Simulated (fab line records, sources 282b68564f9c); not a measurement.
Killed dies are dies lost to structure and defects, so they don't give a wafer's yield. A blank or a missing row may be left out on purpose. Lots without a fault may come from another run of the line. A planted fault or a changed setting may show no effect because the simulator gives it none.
fab line records | flow rit_cmos
record lots=5 wafers=15 last_day=7
route steps=202 shown GATE@85 REOX@98 NLDD@103 PLDD@114
lots that met no fault: from a run of the same line without faults
start_h: hours from the record's first day to the start of the lot's first wafer shown | wait_h: hours since the lot's step before | " the same as in the row above | L1.1+2: a row that stands for several wafers | - no value, or no start given | * or withheld: withheld | < > ~ a bound
route shown NAME@n: a module of which the file shows steps, and the number in the route of the first | usual: mean/standard deviation of fault-free wafers | same: alike in all rows | chamber/n: place in a boat | sites: the reading at each site | _std_site: their standard deviation | _edge_site: outer sites' mean less inner sites' | radius_mm: how far each site lies from the wafer's centre | mask NAME#n: copy n | behind: the tool/chamber that last shaped the wafer | hold: why the lot was held/for how many hours/how that ended | device: the transistor (n, p or np) that didn't switch | end of line: the same wafers' tests at the end of the route | a step without rows: its recipe alone | killed: dies lost to structure and defects at the first sort, not the wafer's yield | map: a wafer's dies, x killed, . not, _ none there
set.NAME: the setting as run; set.NAME@STEP: as run at that earlier step | model.NAME: the simulator's own value behind a step, which no gauge read
lots at some steps of the route; a table a step, a row a wafer
services: from which hour (start_h, from the record's first day; less than 0 if before it) a tool's chamber was out of use, for how many hours, and why
## steps
# step RIT_GATE_THK_MEAS_09
# recipe reads=poly-Si_of_GATE_CVD_08
# usual GATE_POLY_THK=250.9/2
# columns lot.wafer tool chamber start_h wait_h GATE_POLY_THK[nm]
L083.1 film_metro-03 - 81.77 0.0 248.5
L083.3 " - " " 248.8
L083.4 " - " " 246.8
L084.2 film_metro-01 - 91.37 0.0 251.8
L084.3 " - " " 255.0
L084.4 " - " " 252.6
L086.1 film_metro-04 - 101.63 0.0 248.4
L086.2 " - " " 251.9
L086.5 " - " " 249.4
L090.2 film_metro-04 - 122.71 0.0 255.2
L090.3 " - " " 251.2
L090.6 " - " " 251.3
L094.3 film_metro-03 - 140.04 0.0 251.5
L094.5 " - " " 250.8
L094.6 " - " " 252.2
# step RIT_GATE_HMDS_10
# recipe prime_time_s=60 prime_temp_c=140
# usual prime_temp_c=139.99/0.16
# columns lot.wafer tool chamber start_h wait_h prime_temp_c
L083.1 litho_track-01 0 81.97 0.2 140.02
L083.3 " 0 " " 139.93
L083.4 " 0 " " 140.09
L084.2 litho_track-01 0 91.45 0.1 139.98
L084.3 " 0 " " 140.24
L084.4 " 0 " " 140.06
L086.1 litho_track-01 0 101.69 0.1 140.12
L086.2 " 0 " " 139.86
L086.5 " 0 " " 139.97
L090.2 litho_track-02 0 122.78 0.1 140.08
L090.3 " 0 " " 139.90
L090.6 " 0 " " 139.89
L094.3 litho_track-02 0 140.13 0.1 140.03
L094.5 " 0 " " 140.37
L094.6 " 0 " " 140.13
# step RIT_GATE_COAT_11
# recipe resist=NOVOLAK spin_rpm=4250 resist_thk_nm=850
# usual spin_speed_rpm=4250/3
# columns lot.wafer tool chamber start_h wait_h spin_speed_rpm
L083.1 litho_track-01 0 82.12 0.1 4255
L083.3 " 0 " " 4252
L083.4 " 0 " " 4254
L084.2 litho_track-01 0 91.60 0.1 4249
L084.3 " 0 " " 4251
L084.4 " 0 " " 4248
L086.1 litho_track-01 0 101.84 0.1 4251
L086.2 " 0 " " 4251
L086.5 " 0 " " 4251
L090.2 litho_track-02 0 122.93 0.1 4248
L090.3 " 0 " " 4246
L090.6 " 0 " " 4249
L094.3 litho_track-02 0 140.28 0.1 4244
L094.5 " 0 " " 4251
L094.6 " 0 " " 4244
# step RIT_GATE_SOFTBAKE_12
# recipe resist=NOVOLAK temp_c=90 time_s=60
# usual heater_power_total_W=34.56/0.052 plate_temp_C=90.02/0.13
# same time_s=60
# columns lot.wafer tool chamber start_h wait_h heater_power_total_W plate_temp_C
L083.1 litho_track-01 0 82.27 0.1 34.65 89.80
L083.3 " 0 " " 34.56 90.01
L083.4 " 0 " " 34.54 89.76
L084.2 litho_track-01 0 91.75 0.1 34.47 90.13
L084.3 " 0 " " 34.54 90.12
L084.4 " 0 " " 34.53 90.06
L086.1 litho_track-01 0 101.99 0.1 34.55 90.05
L086.2 " 0 " " 34.60 89.98
L086.5 " 0 " " 34.58 89.93
L090.2 litho_track-02 0 123.08 0.1 34.68 90.17
L090.3 " 0 " " 34.53 89.73
L090.6 " 0 " " 34.59 90.20
L094.3 litho_track-02 0 140.43 0.1 34.59 89.94
L094.5 " 0 " " 34.50 90.04
L094.6 " 0 " " 34.48 90.14
# step RIT_GATE_EXPOSE_13
# recipe mask_id=M6 na=0.6 source_shape=conventional sigma_outer=0.6 target_cd_nm=150 dose_mj=380
# same na=0.6
# columns lot.wafer tool chamber start_h wait_h mask
L083.1+3+4 iline_stepper-02 0 82.64 0.4 M6#0
L084.2+3+4 iline_stepper-01 0 92.02 0.2 M6#0
L086.1+2+5 iline_stepper-02 0 102.14 0.1 M6#0
L090.2+3+6 iline_stepper-02 0 123.35 0.2 M6#0
L094.3+5+6 iline_stepper-01 0 140.70 0.2 M6#0
# step RIT_GATE_PEB_14
# recipe resist=NOVOLAK temp_c=withheld time_s=withheld
# columns lot.wafer tool chamber start_h wait_h
L083.1+3+4 litho_track-04 0 82.76 0.1
L084.2+3+4 litho_track-01 0 92.14 0.1
L086.1+2+5 litho_track-04 0 102.34 0.2
L090.2+3+6 litho_track-04 0 123.60 0.2
L094.3+5+6 litho_track-02 0 140.83 0.1
# step RIT_GATE_DEVELOP_15
# recipe resist=NOVOLAK develop_time_s=50 dev_temp_c=23
# same develop_time_s=50
# columns lot.wafer tool chamber start_h wait_h
L083.1+3+4 litho_track-04 0 - -
L084.2+3+4 litho_track-01 0 - -
L086.1+2+5 litho_track-04 0 - -
L090.2+3+6 litho_track-04 0 - -
L094.3+5+6 litho_track-02 0 - -
# step RIT_GATE_CD_MEAS_16
# recipe target_cd_nm=150
# usual cd_nm=150.4/2.5
# columns lot.wafer tool chamber start_h wait_h cd_nm
L083.1 cd_sem-01 - 83.04 - 149.8
L083.3 " - " " 151.4
L083.4 " - " " 152.4
L084.2 cd_sem-01 - 92.42 - 154.4
L084.3 " - " " 152.3
L084.4 " - " " 150.6
L086.1 cd_sem-02 - 102.62 - 149.5
L086.2 " - " " 150.4
L086.5 " - " " 153.2
L090.2 cd_sem-01 - 123.88 - 150.8
L090.3 " - " " 150.0
L090.6 " - " " 149.5
L094.3 cd_sem-01 - 141.10 - 144.5
L094.5 " - " " 146.0
L094.6 " - " " 147.4
# step RIT_GATE_OVL_MEAS_17
# usual GATE_OVL=0.8/1.6
# columns lot.wafer tool chamber start_h wait_h GATE_OVL[nm]
L083.1 overlay-01 - 83.16 0.1 2.3
L083.3 " - " " 1.2
L083.4 " - " " 3.8
L084.2 overlay-02 - 92.52 0.1 2.1
L084.3 " - " " 1.2
L084.4 " - " " -0.5
L086.1 overlay-02 - 102.74 0.1 -1.4
L086.2 " - " " -0.9
L086.5 " - " " -0.3
L090.2 overlay-01 - 123.99 0.1 0.0
L090.3 " - " " 0.7
L090.6 " - " " 0.0
L094.3 overlay-02 - 141.19 0.1 0.6
L094.5 " - " " -1.1
L094.6 " - " " 1.0
# step RIT_GATE_HARDBAKE_18
# recipe resist=NOVOLAK temp_c=140 time_s=60
# usual heater_power_total_W=62.55/0.049 plate_temp_C=140.01/0.12
# same time_s=60
# columns lot.wafer tool chamber start_h wait_h heater_power_total_W plate_temp_C
L083.1 litho_track-01 0 83.20 0.0 62.46 140.15
L083.3 " 0 " " 62.49 140.02
L083.4 " 0 " " 62.63 139.95
L084.2 litho_track-02 0 92.58 0.0 62.55 140.23
L084.3 " 0 " " 62.57 139.93
L084.4 " 0 " " 62.57 140.06
L086.1 litho_track-01 0 102.78 0.0 62.57 140.18
L086.2 " 0 " " 62.60 140.16
L086.5 " 0 " " 62.48 140.01
L090.2 litho_track-01 0 124.04 0.0 62.62 140.01
L090.3 " 0 " " 62.63 139.82
L090.6 " 0 " " 62.48 140.02
L094.3 litho_track-02 0 141.27 0.1 62.58 140.26
L094.5 " 0 " " 62.52 139.97
L094.6 " 0 " " 62.58 140.14
# step RIT_GATE_ETCH_19
# recipe chemistry=SF6/CHF3/O2 time_s=165 SF6_flow_sccm=30 CHF3_flow_sccm=30 O2_flow_sccm=5 target=poly-Si pressure_mtorr=40 rf_w=160 target_depth_a=3125 over_etch_frac=0.25 stop_on=SiO2
# usual CHF3_flow_sccm=29.99/0.083 drypump_motor_current_A=5.7/0.37 oes_product_au=0.847/0.0086 throttle_valve_pct=10.26/0.12
# same time_s=165
# columns lot.wafer tool chamber start_h wait_h CHF3_flow_sccm drypump_motor_current_A oes_product_au rf_hours_counter_h throttle_valve_pct
L083.1 rie_si-02 0 83.35 0.1 30.02 5.2 0.830 17 10.50
L083.3 " 2 " " 29.95 6.1 0.839 1 10.12
L083.4 " 2 " " 30.03 6.1 0.831 - 10.12
L084.2 rie_si-01 2 92.70 0.1 29.73 5.9 0.853 0 10.09
L084.3 " 3 " " 30.01 6.1 0.859 2 10.33
L084.4 " 0 " " 29.83 5.9 0.847 46 10.31
L086.1 rie_si-01 2 102.93 0.1 29.96 5.9 0.849 0 10.10
L086.2 " 0 " " 30.03 5.9 0.848 46 10.31
L086.5 " 1 " " 29.94 5.1 0.851 - 10.27
L090.2 rie_si-01 2 124.17 0.1 30.11 5.8 0.856 0 10.10
L090.3 " 3 " " 29.99 6.1 0.852 2 10.33
L090.6 " 1 " " 29.77 5.1 0.853 - 10.28
L094.3 rie_si-01 1 141.37 0.1 29.98 5.1 0.859 3 10.27
L094.5 " 2 " " 30.02 5.9 0.845 - 10.08
L094.6 " 1 " " 30.10 5.1 0.865 - 10.27
# step RIT_GATE_STRIP_20
# recipe chemistry=O2 time_s=180 resist=NOVOLAK platen_temp_c=withheld power_w=500 pressure_mtorr=4000 o2_flow_sccm=4000
# usual drypump_motor_current_A=5.5/0.56
# same time_s=180
# columns lot.wafer tool chamber start_h wait_h drypump_motor_current_A rf_hours_counter_h
L083.1 plasma_asher-03 1 83.46 0.1 5.5 44
L083.3 " 1 " " 5.5 -
L083.4 " 0 " " 5.3 -
L084.2 plasma_asher-02 1 92.81 0.1 5.1 45
L084.3 " 1 " " 5.1 -
L084.4 " 0 " " 5.4 -
L086.1 plasma_asher-03 0 103.03 0.1 5.3 46
L086.2 " 1 " " 5.5 46
L086.5 " 1 " " 5.5 -
L090.2 plasma_asher-01 1 124.28 0.1 6.4 35
L090.3 " 0 " " 4.9 -
L090.6 " 1 " " 6.4 -
L094.3 plasma_asher-02 1 141.53 0.1 5.1 -
L094.5 " 1 " " 5.1 -
L094.6 " 0 " " 5.4 -
# step RIT_GATE_CD_MEAS_90
# recipe target_cd_nm=150
# usual cd_nm=150.4/2.5
# columns lot.wafer tool chamber start_h wait_h cd_nm
L083.1 cd_sem-01 - 83.63 0.1 149.8
L083.3 " - " " 151.4
L083.4 " - " " 152.6
L084.2 cd_sem-01 - 93.01 0.1 154.2
L084.3 " - " " 152.2
L084.4 " - " " 151.0
L086.1 cd_sem-02 - 103.21 0.1 149.3
L086.2 " - " " 150.5
L086.5 " - " " 153.2
L090.2 cd_sem-01 - 124.47 0.1 150.4
L090.3 " - " " 149.8
L090.6 " - " " 149.6
L094.3 cd_sem-01 - 141.69 0.1 144.6
L094.5 " - " " 145.6
L094.6 " - " " 147.3
# step RIT_REOX_CLEAN_00
# recipe chemistry=SC1 mix=3:3:50 time_s=600 temp_c=74.27
# same time_s=600
# columns lot.wafer tool chamber start_h wait_h
L083.1+3+4 wet_bench-02 0 83.75 0.1
L084.2+3+4 wet_bench-02 3 93.11 0.1
L086.1+2+5 wet_bench-02 1 103.33 0.1
L090.2+3+6 wet_bench-01 3 124.57 0.1
L094.3+5+6 wet_bench-03 0 141.77 0.1
# step RIT_REOX_CLEAN_01
# recipe chemistry=dHF dilution=50:1 time_s=30
# same time_s=30
# columns lot.wafer tool chamber start_h wait_h
L083.1+3+4 wet_bench-01 0 83.93 0.0
L084.2+3+4 wet_bench-03 2 93.28 0.0
L086.1+2+5 wet_bench-01 3 103.50 0.0
L090.2+3+6 wet_bench-02 0 124.92 0.0
L094.3+5+6 wet_bench-01 0 141.94 0.0
# step RIT_REOX_CLEAN_02
# recipe chemistry=SC2 mix=3:3:50 time_s=600 temp_c=75 dry=n2_spin
# same time_s=600
# columns lot.wafer tool chamber start_h wait_h
L083.1+3+4 wet_bench-03 0 83.94 0.0
L084.2+3+4 wet_bench-01 1 93.30 0.0
L086.1+2+5 wet_bench-03 1 103.52 0.0
L090.2+3+6 wet_bench-01 2 124.94 0.0
L094.3+5+6 wet_bench-02 2 141.96 0.0
# step RIT_REOX_OXIDATION_03
# recipe temp_c=900 ambient=O2 target_thk_a=252 ox_time_s=5580
# usual spike_tc_source_C=924.5/1.3 zone_power_centre_pct=42.1/2.9
# columns lot.wafer tool chamber start_h wait_h spike_tc_source_C zone_power_centre_pct
L083.1 furnace-04 0 85.06 0.9 922.3 45.4
L083.3 " 0 " " 923.6 44.5
L083.4 " 0 " " 923.9 45.3
L084.2 furnace-04 0 93.47 0.0 922.3 45.6
L084.3 " 0 " " 924.3 44.4
L084.4 " 0 " " 922.5 44.7
L086.1 furnace-03 0 103.84 0.1 925.9 39.5
L086.2 " 0 " " 925.3 39.6
L086.5 " 0 " " 926.3 39.5
L090.2 furnace-03 0 125.43 0.1 924.5 40.4
L090.3 " 0 " " 925.3 38.8
L090.6 " 0 " " 923.9 39.2
L094.3 furnace-03 0 142.22 0.1 924.8 39.1
L094.5 " 0 " " 924.3 39.5
L094.6 " 0 " " 923.8 39.5
# step RIT_REOX_THK_MEAS_04
# recipe reads=SiO2_of_REOX_OXIDATION_03
# usual REOX_OXIDE_THK=25.0/0.56
# columns lot.wafer tool chamber start_h wait_h REOX_OXIDE_THK[nm]
L083.1 film_metro-03 - 87.61 0.0 24.8
L083.3 " - " " 24.8
L083.4 " - " " 25.1
L084.2 film_metro-02 - 96.03 0.0 25.8
L084.3 " - " " 25.7
L084.4 " - " " 26.2
L086.1 film_metro-02 - 106.39 0.0 25.4
L086.2 " - " " 26.0
L086.5 " - " " 25.5
L090.2 film_metro-03 - 127.99 0.0 25.1
L090.3 " - " " 24.9
L090.6 " - " " 24.8
L094.3 film_metro-02 - 144.79 0.0 24.6
L094.5 " - " " 24.8
L094.6 " - " " 24.5
# step RIT_NLDD_HMDS_00
# recipe prime_time_s=60 prime_temp_c=140
# usual prime_temp_c=140.04/0.14
# columns lot.wafer tool chamber start_h wait_h prime_temp_c
L083.1 litho_track-04 0 87.67 0.1 140.08
L083.3 " 0 " " 140.25
L083.4 " 0 " " 140.29
L084.2 litho_track-03 0 96.11 0.1 140.05
L084.3 " 0 " " 140.03
L084.4 " 0 " " 139.98
L086.1 litho_track-04 0 106.56 0.2 140.18
L086.2 " 0 " " 140.24
L086.5 " 0 " " 139.96
L090.2 litho_track-04 0 128.09 0.1 139.76
L090.3 " 0 " " 139.88
L090.6 " 0 " " 139.98
L094.3 litho_track-04 0 144.88 0.1 140.00
L094.5 " 0 " " 140.03
L094.6 " 0 " " 139.97
# step RIT_NLDD_COAT_01
# recipe resist=NOVOLAK spin_rpm=3250 resist_thk_nm=1013
# usual spin_speed_rpm=3250.2/2.2
# columns lot.wafer tool chamber start_h wait_h spin_speed_rpm
L083.1 litho_track-04 0 87.82 0.1 3247.7
L083.3 " 0 " " 3250.9
L083.4 " 0 " " 3250.2
L084.2 litho_track-03 0 96.26 0.1 3249.4
L084.3 " 0 " " 3249.6
L084.4 " 0 " " 3251.1
L086.1 litho_track-04 0 106.71 0.1 3245.2
L086.2 " 0 " " 3248.5
L086.5 " 0 " " 3246.9
L090.2 litho_track-04 0 128.24 0.1 3253.2
L090.3 " 0 " " 3248.0
L090.6 " 0 " " 3248.3
L094.3 litho_track-04 0 145.03 0.1 3248.3
L094.5 " 0 " " 3251.6
L094.6 " 0 " " 3250.5
# step RIT_NLDD_SOFTBAKE_02
# recipe resist=NOVOLAK temp_c=90 time_s=60
# usual heater_power_total_W=34.57/0.048 plate_temp_C=90.00/0.12
# same time_s=60
# columns lot.wafer tool chamber start_h wait_h heater_power_total_W plate_temp_C
L083.1 litho_track-04 0 87.97 0.1 34.52 89.99
L083.3 " 0 " " 34.64 89.78
L083.4 " 0 " " 34.53 89.87
L084.2 litho_track-03 0 96.41 0.1 34.51 90.22
L084.3 " 0 " " 34.59 90.12
L084.4 " 0 " " 34.54 90.27
L086.1 litho_track-04 0 106.86 0.1 34.49 89.99
L086.2 " 0 " " 34.63 90.00
L086.5 " 0 " " 34.68 89.93
L090.2 litho_track-04 0 128.39 0.1 34.50 89.86
L090.3 " 0 " " 34.60 89.94
L090.6 " 0 " " 34.57 89.95
L094.3 litho_track-04 0 145.18 0.1 34.56 89.78
L094.5 " 0 " " 34.52 89.95
L094.6 " 0 " " 34.62 89.87
# step RIT_NLDD_EXPOSE_03
# recipe mask_id=M7 na=0.57 target_cd_nm=40700 dose_mj=250
# same na=0.57
# columns lot.wafer tool chamber start_h wait_h mask
L083.1+3+4 iline_stepper-02 0 88.12 0.1 M7#0
L084.2+3+4 iline_stepper-01 0 96.68 0.2 M7#0
L086.1+2+5 iline_stepper-01 0 107.01 0.1 M7#0
L090.2+3+6 iline_stepper-01 0 128.66 0.2 M7#0
L094.3+5+6 iline_stepper-01 0 145.44 0.2 M7#0
# step RIT_NLDD_PEB_04
# recipe resist=NOVOLAK temp_c=withheld time_s=withheld
# columns lot.wafer tool chamber start_h wait_h
L083.1+3+4 litho_track-01 0 88.24 0.1
L084.2+3+4 litho_track-04 0 96.80 0.1
L086.1+2+5 litho_track-01 0 107.13 0.1
L090.2+3+6 litho_track-01 0 128.78 0.1
L094.3+5+6 litho_track-01 0 145.57 0.1
# step RIT_NLDD_DEVELOP_05
# recipe resist=NOVOLAK develop_time_s=50 dev_temp_c=23
# same develop_time_s=50
# columns lot.wafer tool chamber start_h wait_h
L083.1+3+4 litho_track-01 0 - -
L084.2+3+4 litho_track-04 0 - -
L086.1+2+5 litho_track-01 0 - -
L090.2+3+6 litho_track-01 0 - -
L094.3+5+6 litho_track-01 0 - -
# step RIT_NLDD_OVL_MEAS_06
# usual NLDD_OVL=-0.7/1.5
# columns lot.wafer tool chamber start_h wait_h NLDD_OVL[nm]
L083.1 overlay-02 - 88.52 - -2.0
L083.3 " - " " -1.3
L083.4 " - " " -1.3
L084.2 overlay-02 - 97.06 - -0.1
L084.3 " - " " 0.3
L084.4 " - " " 0.5
L086.1 overlay-02 - 107.41 - -1.3
L086.2 " - " " 0.0
L086.5 " - " " -0.4
L090.2 overlay-01 - 129.05 - -0.1
L090.3 " - " " -0.2
L090.6 " - " " -0.4
L094.3 overlay-02 - 145.82 - 0.1
L094.5 " - " " -3.0
L094.6 " - " " -0.4
# step RIT_NLDD_HARDBAKE_07
# recipe resist=NOVOLAK temp_c=140 time_s=60
# usual heater_power_total_W=62.55/0.048 plate_temp_C=140.01/0.13
# same time_s=60
# columns lot.wafer tool chamber start_h wait_h heater_power_total_W plate_temp_C
L083.1 litho_track-04 0 88.56 0.0 62.55 139.94
L083.3 " 0 " " 62.52 140.08
L083.4 " 0 " " 62.51 139.98
L084.2 litho_track-01 0 97.12 0.0 62.62 140.18
L084.3 " 0 " " 62.58 140.26
L084.4 " 0 " " 62.50 140.10
L086.1 litho_track-01 0 107.45 0.0 62.56 139.95
L086.2 " 0 " " 62.65 140.10
L086.5 " 0 " " 62.47 140.01
L090.2 litho_track-01 0 129.10 0.0 62.55 140.04
L090.3 " 0 " " 62.63 140.09
L090.6 " 0 " " 62.56 140.01
L094.3 litho_track-03 0 145.89 0.1 62.51 140.16
L094.5 " 0 " " 62.64 140.00
L094.6 " 0 " " 62.47 140.05
# step RIT_NLDD_IMPLANT_08
# recipe species=P energy_kev=20 dose_cm2=5e+14 tilt_deg=7
# usual beam_on_s=9.99/0.2
# columns lot.wafer tool chamber start_h wait_h beam_on_s
L083.1 implanter-02 0 88.71 0.1 9.84
L083.3 " 0 " " 9.64
L083.4 " 0 " " 10.07
L084.2 implanter-03 0 97.27 0.1 9.94
L084.3 " 0 " " 9.91
L084.4 " 0 " " 9.99
L086.1 implanter-03 0 107.60 0.1 10.10
L086.2 " 0 " " 10.14
L086.5 " 0 " " 9.89
L090.2 implanter-04 0 129.25 0.1 10.09
L090.3 " 0 " " 9.87
L090.6 " 0 " " 9.47
L094.3 implanter-04 0 146.04 0.1 9.91
L094.5 " 0 " " 10.25
L094.6 " 0 " " 10.26
# step RIT_NLDD_STRIP_09
# recipe chemistry=O2 time_s=180 resist=NOVOLAK platen_temp_c=withheld power_w=500 pressure_mtorr=4000 o2_flow_sccm=4000
# usual drypump_motor_current_A=5.7/0.62
# same time_s=180
# columns lot.wafer tool chamber start_h wait_h drypump_motor_current_A rf_hours_counter_h
L083.1 plasma_asher-01 0 88.86 0.1 4.9 31
L083.3 " 1 " " 6.4 -
L083.4 " 0 " " 4.9 -
L084.2 plasma_asher-01 1 97.39 0.1 6.4 32
L084.3 " 1 " " 6.4 -
L084.4 " 0 " " 4.9 -
L086.1 plasma_asher-04 0 107.75 0.1 5.4 45
L086.2 " 1 " " 6.7 45
L086.5 " 1 " " 6.7 -
L090.2 plasma_asher-03 0 129.38 0.1 5.3 1
L090.3 " 0 " " 5.3 -
L090.6 " 1 " " 5.5 -
L094.3 plasma_asher-04 1 146.20 0.1 6.6 -
L094.5 " 0 " " 5.4 -
L094.6 " 1 " " 6.6 -
# step RIT_NLDD_TW_MEAS_10
# usual NLDD_TW=2472/31
# columns lot.wafer tool chamber start_h wait_h NLDD_TW
L083.1 film_metro-02 - 89.03 0.1 2472
L083.3 " - " " 2470
L083.4 " - " " 2470
L084.2 film_metro-04 - 97.58 0.1 2426
L084.3 " - " " 2442
L084.4 " - " " 2442
L086.1 film_metro-02 - 107.92 0.1 2500
L086.2 " - " " 2489
L086.5 " - " " 2502
L090.2 film_metro-02 - 129.56 0.1 2508
L090.3 " - " " 2496
L090.6 " - " " 2486
L094.3 film_metro-04 - 146.34 0.1 2419
L094.5 " - " " 2429
L094.6 " - " " 2428
# step RIT_PLDD_HMDS_00
# recipe prime_time_s=60 prime_temp_c=140
# usual prime_temp_c=139.98/0.15
# columns lot.wafer tool chamber start_h wait_h prime_temp_c
L083.1 litho_track-03 0 89.09 0.1 140.04
L083.3 " 0 " " 139.93
L083.4 " 0 " " 139.82
L084.2 litho_track-02 0 97.65 0.1 140.03
L084.3 " 0 " " 140.01
L084.4 " 0 " " 139.53
L086.1 litho_track-03 0 107.98 0.1 140.22
L086.2 " 0 " " 139.93
L086.5 " 0 " " 139.95
L090.2 litho_track-04 0 129.64 0.1 139.98
L090.3 " 0 " " 139.89
L090.6 " 0 " " 139.80
L094.3 litho_track-04 0 146.43 0.1 140.16
L094.5 " 0 " " 140.33
L094.6 " 0 " " 139.97
# step RIT_PLDD_COAT_01
# recipe resist=NOVOLAK spin_rpm=3250 resist_thk_nm=1000
# usual spin_speed_rpm=3250.0/2.3
# columns lot.wafer tool chamber start_h wait_h spin_speed_rpm
L083.1 litho_track-03 0 89.24 0.1 3248.1
L083.3 " 0 " " 3250.2
L083.4 " 0 " " 3250.4
L084.2 litho_track-02 0 97.80 0.1 3246.1
L084.3 " 0 " " 3252.1
L084.4 " 0 " " 3248.7
L086.1 litho_track-03 0 108.13 0.1 3247.5
L086.2 " 0 " " 3250.1
L086.5 " 0 " " 3250.0
L090.2 litho_track-04 0 129.79 0.1 3251.9
L090.3 " 0 " " 3250.8
L090.6 " 0 " " 3253.6
L094.3 litho_track-04 0 146.58 0.1 3246.9
L094.5 " 0 " " 3249.2
L094.6 " 0 " " 3246.3
# step RIT_PLDD_SOFTBAKE_02
# recipe resist=NOVOLAK temp_c=90 time_s=60
# usual heater_power_total_W=34.56/0.05 plate_temp_C=90.00/0.15
# same time_s=60
# columns lot.wafer tool chamber start_h wait_h heater_power_total_W plate_temp_C
L083.1 litho_track-03 0 89.39 0.1 34.52 90.12
L083.3 " 0 " " 34.60 90.11
L083.4 " 0 " " 34.61 90.22
L084.2 litho_track-02 0 97.95 0.1 34.50 89.92
L084.3 " 0 " " 34.48 90.06
L084.4 " 0 " " 34.65 90.08
L086.1 litho_track-03 0 108.28 0.1 34.57 89.95
L086.2 " 0 " " 34.68 89.82
L086.5 " 0 " " 34.59 89.89
L090.2 litho_track-04 0 129.94 0.1 34.62 90.16
L090.3 " 0 " " 34.59 90.08
L090.6 " 0 " " 34.61 89.88
L094.3 litho_track-04 0 146.73 0.1 34.60 90.05
L094.5 " 0 " " 34.51 90.28
L094.6 " 0 " " 34.60 90.02
# step RIT_PLDD_EXPOSE_03
# recipe mask_id=M8 na=0.57 target_cd_nm=40900 dose_mj=250
# same na=0.57
# columns lot.wafer tool chamber start_h wait_h mask
L083.1+3+4 iline_stepper-02 0 89.67 0.2 M8#0
L084.2+3+4 iline_stepper-01 0 98.22 0.2 M8#0
L086.1+2+5 iline_stepper-01 0 108.56 0.2 M8#0
L090.2+3+6 iline_stepper-01 0 130.21 0.2 M8#0
L094.3+5+6 iline_stepper-01 0 146.86 0.1 M8#0
# step RIT_PLDD_PEB_04
# recipe resist=NOVOLAK temp_c=withheld time_s=withheld
# columns lot.wafer tool chamber start_h wait_h
L083.1+3+4 litho_track-04 0 89.78 0.1
L084.2+3+4 litho_track-04 0 98.35 0.1
L086.1+2+5 litho_track-04 0 108.67 0.1
L090.2+3+6 litho_track-02 0 130.33 0.1
L094.3+5+6 litho_track-04 0 146.99 0.1
# step RIT_PLDD_DEVELOP_05
# recipe resist=NOVOLAK develop_time_s=50 dev_temp_c=23
# same develop_time_s=50
# columns lot.wafer tool chamber start_h wait_h
L083.1+3+4 litho_track-04 0 - -
L084.2+3+4 litho_track-04 0 - -
L086.1+2+5 litho_track-04 0 - -
L090.2+3+6 litho_track-02 0 - -
L094.3+5+6 litho_track-04 0 - -
# step RIT_PLDD_OVL_MEAS_06
# usual PLDD_OVL=1.2/1.5
# columns lot.wafer tool chamber start_h wait_h PLDD_OVL[nm]
L083.1 overlay-02 - 90.07 - 2.4
L083.3 " - " " 1.2
L083.4 " - " " 2.1
L084.2 overlay-01 - 98.61 - 0.7
L084.3 " - " " 2.9
L084.4 " - " " 0.2
L086.1 overlay-01 - 108.96 - 1.0
L086.2 " - " " -1.4
L086.5 " - " " -1.3
L090.2 overlay-02 - 130.59 - -1.3
L090.3 " - " " 0.6
L090.6 " - " " 0.6
L094.3 overlay-01 - 147.24 - -0.4
L094.5 " - " " -3.4
L094.6 " - " " 1.0
# step RIT_PLDD_HARDBAKE_07
# recipe resist=NOVOLAK temp_c=140 time_s=60
# usual heater_power_total_W=62.54/0.054 plate_temp_C=139.97/0.11
# same time_s=60
# columns lot.wafer tool chamber start_h wait_h heater_power_total_W plate_temp_C
L083.1 litho_track-04 0 90.10 0.0 62.51 139.97
L083.3 " 0 " " 62.53 140.01
L083.4 " 0 " " 62.39 140.09
L084.2 litho_track-03 0 98.82 0.2 62.57 140.02
L084.3 " 0 " " 62.49 140.16
L084.4 " 0 " " 62.57 140.08
L086.1 litho_track-02 0 108.99 0.0 62.54 140.14
L086.2 " 0 " " 62.55 140.07
L086.5 " 0 " " 62.46 139.89
L090.2 litho_track-03 0 130.65 0.0 62.57 139.76
L090.3 " 0 " " 62.56 139.91
L090.6 " 0 " " 62.63 139.97
L094.3 litho_track-02 0 147.31 0.1 62.59 140.05
L094.5 " 0 " " 62.59 140.18
L094.6 " 0 " " 62.53 140.26
# step RIT_PLDD_IMPLANT_08
# recipe species=BF2 energy_kev=20 dose_cm2=9.197e+14 tilt_deg=7
# usual beam_on_s=9.99/0.19
# columns lot.wafer tool chamber start_h wait_h beam_on_s
L083.1 implanter-03 0 90.25 0.1 10.35
L083.3 " 0 " " 9.95
L083.4 " 0 " " 9.82
L084.2 implanter-01 0 98.97 0.1 9.95
L084.3 " 0 " " 9.93
L084.4 " 0 " " 9.94
L086.1 implanter-03 0 109.14 0.1 9.94
L086.2 " 0 " " 10.21
L086.5 " 0 " " 9.86
L090.2 implanter-04 0 130.80 0.1 10.03
L090.3 " 0 " " 10.24
L090.6 " 0 " " 10.19
L094.3 implanter-01 0 147.46 0.1 10.49
L094.5 " 0 " " 9.91
L094.6 " 0 " " 9.79
# step RIT_PLDD_STRIP_09
# recipe chemistry=O2 time_s=180 resist=NOVOLAK platen_temp_c=withheld power_w=500 pressure_mtorr=4000 o2_flow_sccm=4000
# usual drypump_motor_current_A=5.6/0.63
# same time_s=180
# columns lot.wafer tool chamber start_h wait_h drypump_motor_current_A rf_hours_counter_h
L083.1 plasma_asher-01 1 90.40 0.1 6.4 31
L083.3 " 1 " " 6.4 -
L083.4 " 0 " " 4.9 -
L084.2 plasma_asher-02 0 99.09 0.1 5.4 46
L084.3 " 1 " " 5.1 -
L084.4 " 0 " " 5.4 -
L086.1 plasma_asher-01 1 109.29 0.1 6.4 33
L086.2 " 0 " " 4.9 33
L086.5 " 1 " " 6.4 -
L090.2 plasma_asher-04 1 130.92 0.1 6.7 48
L090.3 " 0 " " 5.4 -
L090.6 " 1 " " 6.6 -
L094.3 plasma_asher-02 0 147.62 0.1 5.4 -
L094.5 " 1 " " 5.1 -
L094.6 " 0 " " 5.4 -
## services
# columns tool chamber start_h hours kind
implanter-03 - 68.10 3.8 repair
plasma_asher-02 - 71.80 14.6 pm
wet_bench-03 - 78.89 1.9 pm
implanter-02 - 82.09 4.3 repair
plasma_asher-03 - 88.64 1.2 repair
iline_stepper-01 - 101.83 2.6 repair
iline_stepper-02 - 104.42 1.7 pm
plasma_asher-03 - 108.75 9.0 pm
plasma_asher-03 0 108.75 9.0 vent_cycle
plasma_asher-03 1 108.75 9.0 vent_cycle
rie_si-02 0 111.18 7.0 repair
implanter-02 - 116.09 2.6 repair
plasma_asher-03 0 117.75 - clean
plasma_asher-03 1 117.75 - clean
implanter-02 - 118.66 6.6 pm
iline_stepper-01 - 122.23 1.7 pm
implanter-04 - 131.88 6.2 repair
implanter-02 - 145.86 2.5 repair
## key
fault none
